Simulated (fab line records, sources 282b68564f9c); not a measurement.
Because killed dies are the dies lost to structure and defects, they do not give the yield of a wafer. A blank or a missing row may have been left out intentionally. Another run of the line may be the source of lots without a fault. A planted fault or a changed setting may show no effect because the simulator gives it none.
Lot-split experiment :: flow rit cmos :: 5 lots, 23 wafers read, on a route of 202 steps

## ABOUT THE SPLIT
At RIT_FOX2_OXIDATION_00 (target thk 350.7 nm, ox time 1130 s), the setting temp c was moved away from the recipe's 1100 C on 15 of the 23 wafers read, by -1.8% to +2.8%. This setting was run at the recipe's value on the other wafers.

## FROM THE SPLIT TO THE READING: what the file shows between them, 3 steps
- RIT_FOX2_THK_MEAS_01
- RIT_FOX2_CLEAN_02: cleans in dHF, time 180 s
- RIT_FOX2_WET_ETCH_03: etches Si3N4 in H3PO4, target depth 195 nm, time 2700 s

## THE READING
Values of FIELD_OXIDE_LEFT_1_THK in nm from RIT_FOX2_THK_MEAS_90. A value of 323 nm with a standard deviation of 4.8 nm is what fault-free wafers of this fab line usually give.

wafer: L080.1
tool, chamber at the split: -, -
temp c as run, C: 1131
against the recipe: +2.8%
FIELD_OXIDE_LEFT_1_THK, nm: 374
against lot-mates on the recipe: no lot-mate on the recipe

wafer: L080.2
tool, chamber at the split: -, -
temp c as run, C: 1131
against the recipe: +2.8%
FIELD_OXIDE_LEFT_1_THK, nm: 379
against lot-mates on the recipe: no lot-mate on the recipe

wafer: L080.3
tool, chamber at the split: -, -
temp c as run, C: 1131
against the recipe: +2.8%
FIELD_OXIDE_LEFT_1_THK, nm: 375
against lot-mates on the recipe: no lot-mate on the recipe

wafer: L080.4
tool, chamber at the split: -, -
temp c as run, C: 1131
against the recipe: +2.8%
FIELD_OXIDE_LEFT_1_THK, nm: 374
against lot-mates on the recipe: no lot-mate on the recipe

wafer: L080.6
tool, chamber at the split: -, -
temp c as run, C: 1131
against the recipe: +2.8%
FIELD_OXIDE_LEFT_1_THK, nm: 381
against lot-mates on the recipe: no lot-mate on the recipe

wafer: L081.1
tool, chamber at the split: -, -
temp c as run, C: 1100
against the recipe: recipe
FIELD_OXIDE_LEFT_1_THK, nm: 319
against lot-mates on the recipe: -

wafer: L081.2
tool, chamber at the split: -, -
temp c as run, C: 1100
against the recipe: recipe
FIELD_OXIDE_LEFT_1_THK, nm: 308
against lot-mates on the recipe: -

wafer: L081.3
tool, chamber at the split: -, -
temp c as run, C: 1100
against the recipe: recipe
FIELD_OXIDE_LEFT_1_THK, nm: 318
against lot-mates on the recipe: -

wafer: L081.4
tool, chamber at the split: -, -
temp c as run, C: 1100
against the recipe: recipe
FIELD_OXIDE_LEFT_1_THK, nm: 315
against lot-mates on the recipe: -

wafer: L081.5
tool, chamber at the split: -, -
temp c as run, C: 1100
against the recipe: recipe
FIELD_OXIDE_LEFT_1_THK, nm: 322
against lot-mates on the recipe: -

wafer: L083.1
tool, chamber at the split: -, -
temp c as run, C: 1080
against the recipe: -1.8%
FIELD_OXIDE_LEFT_1_THK, nm: 292
against lot-mates on the recipe: no lot-mate on the recipe

wafer: L083.2
tool, chamber at the split: -, -
temp c as run, C: 1080
against the recipe: -1.8%
FIELD_OXIDE_LEFT_1_THK, nm: 286
against lot-mates on the recipe: no lot-mate on the recipe

wafer: L083.4
tool, chamber at the split: -, -
temp c as run, C: 1080
against the recipe: -1.8%
FIELD_OXIDE_LEFT_1_THK, nm: 285
against lot-mates on the recipe: no lot-mate on the recipe

wafer: L083.5
tool, chamber at the split: -, -
temp c as run, C: 1080
against the recipe: -1.8%
FIELD_OXIDE_LEFT_1_THK, nm: 293
against lot-mates on the recipe: no lot-mate on the recipe

wafer: L083.6
tool, chamber at the split: -, -
temp c as run, C: 1080
against the recipe: -1.8%
FIELD_OXIDE_LEFT_1_THK, nm: 290
against lot-mates on the recipe: no lot-mate on the recipe

wafer: L084.3
tool, chamber at the split: furnace-01, 0
temp c as run, C: 1100
against the recipe: recipe
FIELD_OXIDE_LEFT_1_THK, nm: 326
against lot-mates on the recipe: -

wafer: L084.4
tool, chamber at the split: furnace-01, 0
temp c as run, C: 1100
against the recipe: recipe
FIELD_OXIDE_LEFT_1_THK, nm: 320
against lot-mates on the recipe: -

wafer: L084.6
tool, chamber at the split: furnace-01, 0
temp c as run, C: 1100
against the recipe: recipe
FIELD_OXIDE_LEFT_1_THK, nm: 317
against lot-mates on the recipe: -

wafer: L085.2
tool, chamber at the split: -, -
temp c as run, C: 1112
against the recipe: +1.1%
FIELD_OXIDE_LEFT_1_THK, nm: 338
against lot-mates on the recipe: no lot-mate on the recipe

wafer: L085.3
tool, chamber at the split: -, -
temp c as run, C: 1112
against the recipe: +1.1%
FIELD_OXIDE_LEFT_1_THK, nm: 342
against lot-mates on the recipe: no lot-mate on the recipe

wafer: L085.4
tool, chamber at the split: -, -
temp c as run, C: 1112
against the recipe: +1.1%
FIELD_OXIDE_LEFT_1_THK, nm: 341
against lot-mates on the recipe: no lot-mate on the recipe

wafer: L085.5
tool, chamber at the split: -, -
temp c as run, C: 1112
against the recipe: +1.1%
FIELD_OXIDE_LEFT_1_THK, nm: 334
against lot-mates on the recipe: no lot-mate on the recipe

wafer: L085.6
tool, chamber at the split: -, -
temp c as run, C: 1112
against the recipe: +1.1%
FIELD_OXIDE_LEFT_1_THK, nm: 336
against lot-mates on the recipe: no lot-mate on the recipe

FIT RESULTS
A straight line over all 23 wafers: FIELD_OXIDE_LEFT_1_THK changes by +18.9 nm for each +1% of temp c; r = +0.99; the points scatter about the line by 4.9 nm.
Too few moved wafers have a lot-mate on the recipe to fit a line with each lot's own level taken away.

## THE WHOLE CHAIN: every reading that the file lists as answering this split, in the file's order
step: RIT_FOX2_OXIDATION_00
what it does: target thk 350.7 nm, ox time 1130 s
reading: SiO2_of_FOX2_OXIDATION_00.thk nm (the simulator's own value, which no gauge read)
change (the file's fit): +19 nm for each +1% of the setting
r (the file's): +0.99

step: RIT_FOX2_THK_MEAS_01
what it does: 
reading: FOX2_OXIDE_THK
change (the file's fit): +19 for each +1% of the setting
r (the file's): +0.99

step: RIT_FOX2_THK_MEAS_90
what it does: 
reading: FIELD_OXIDE_LEFT_1_THK
change (the file's fit): +18.9 for each +1% of the setting
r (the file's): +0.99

## FILE'S OWN FIT
FIELD_OXIDE_LEFT_1_THK changes by +18.9 nm for each +1% of temp c, r = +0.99.
